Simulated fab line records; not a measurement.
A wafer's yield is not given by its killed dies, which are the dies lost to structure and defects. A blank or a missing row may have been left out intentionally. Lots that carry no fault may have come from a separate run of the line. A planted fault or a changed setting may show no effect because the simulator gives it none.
Struck lot and sound lot, side by side	flow rit-cmos	17 out of 202 route steps
Sound: the wafers L263.1, L263.2, L263.6. The struck wafers were L273.2, L273.3, L273.5. The cause is named last.
Per side, at each step with rows, come the tool, then ch with its chambers, and then its first start. Under that, the readings that differ: sound wafers	struck wafers	difference of the means	sigmas: that difference in standard deviations of wafers without a fault.
alike: readings whose means differ by less than 2 such deviations, and words and numbers that are the same on both sides. not compared: withheld readings, readings that some wafer has no value for, bounds like >300 that may hide the same value, and numbers for which the record gives no deviation and whose values overlap.
The two part at a step that has a row with sigmas, a row that says differs or no value, or rows on one side only. Numbers that have no deviation but don't overlap get no sigmas and don't part them. Lack of a reading on every wafer of one side parts them only where that side has two or more wafers.

first, 1 step without rows for these wafers: RIT_PSD_IMPLANT_08.
RIT_PSD_STRIP_09: strips in O2, time 180 s.
  sound on plasma-asher-02 ch 0,1, day 4 11:19; struck on plasma-asher-04 ch 0,1, day 6 18:20
  alike: drypump-motor-current-A
  not compared: rf-hours-counter-h
RIT_PSD_TW_MEAS_10:
  sound on film-metro-03, day 4 11:29; struck on film-metro-02, day 6 18:31
  alike: PSD_TW
then, 3 steps without rows for these wafers: RIT_SDANNEAL_CLEAN_00 (cleans in SC1, time 600 s); RIT_SDANNEAL_CLEAN_01 (cleans in dHF, time 30.43 s); RIT_SDANNEAL_CLEAN_02 (cleans in SC2, time 600 s).
RIT_SDANNEAL_RTA_03: time 5 s.
  sound on rtp-anneal-01 ch 0, day 4 11:55; struck on rtp-anneal-01 ch 0, day 6 18:58
  alike: wafer_temp_C_max
RIT_SDANNEAL_RS_MEAS_04: uses a four-point probe to measure.
  sound on film-metro-02, day 4 11:58; struck on film-metro-02, day 6 19:02
  alike: PSD_RS
RIT_SDANNEAL_RS_MEAS_05: uses a four-point probe to measure.
  sound on film-metro-02, day 4 12:05; struck on film-metro-02, day 6 19:09
  alike: NSD_RS
RIT_SDANNEAL_RS_MEAS_06: uses a four-point probe to measure.
  sound on film-metro-02, day 4 12:13; struck on film-metro-02, day 6 19:16
reading	sound	struck	difference	sigmas
PLDD_RS (ohm/sq)	180.0 180.4 180.2	179.3 179.2 179.3	-0.9	-2
RIT_SDANNEAL_RS_MEAS_07: uses a four-point probe to measure.
  sound on film-metro-02, day 4 12:20; struck on film-metro-02, day 6 19:23
  alike: NLDD_RS
then, 1 step without rows for these wafers: RIT_SILICIDE_WET_ETCH_00 (etches SiO2 in BOE, target depth 14 nm, time 15 s).
RIT_SILICIDE_SPUTTER_01: material Ti, target thk 30 nm, time 240 s.
  sound on pvd-sputter-04, day 4 12:28; struck on pvd-sputter-04, day 6 19:49
  alike: throttle-valve-pct
RIT_SILICIDE_RS_MEAS_02: uses a four-point probe to measure.
  sound on film-metro-03, day 4 12:37; struck on film-metro-01, day 6 19:59
reading	sound	struck	difference	sigmas
SILICIDE_TI_RS (ohm/sq)	47.8 47.4 47.9	20.2 19.5 19.7	-27.9	-39
RIT_SILICIDE_THK_MEAS_03: measures by xrf.
  sound on film-metro-03, day 4 12:44; struck on film-metro-01, day 6 20:06
reading	sound	struck	difference	sigmas
SILICIDE_TI_THK (nm)	30.5 30.8 30.4	61.3 63.1 62.7	+31.8	+80
RIT_SILICIDE_RTA_04: time 10 s, ramp up 5 s, ramp down 5 s.
  sound on rtp-anneal-02 ch 0, day 4 12:48; struck on rtp-anneal-02 ch 0, day 6 20:10
  alike: wafer_temp_C_max
RIT_M1_PROBE_99:
  sound on prober-02, day 4 19:45; struck on prober-02, day 7 02:55
  alike: killed-at-contacts, killed-at-front-end, killed-dies, killed-open, killed-short

== WHERE THEY PART ==
At RIT_SDANNEAL_RS_MEAS_06 first; at RIT_SILICIDE_THK_MEAS_03 last (within this record only). Later steps at which nothing parts them and some readings are alike: RIT_SILICIDE_RTA_04, RIT_M1_PROBE_99.

WHY: what the simulator had put in
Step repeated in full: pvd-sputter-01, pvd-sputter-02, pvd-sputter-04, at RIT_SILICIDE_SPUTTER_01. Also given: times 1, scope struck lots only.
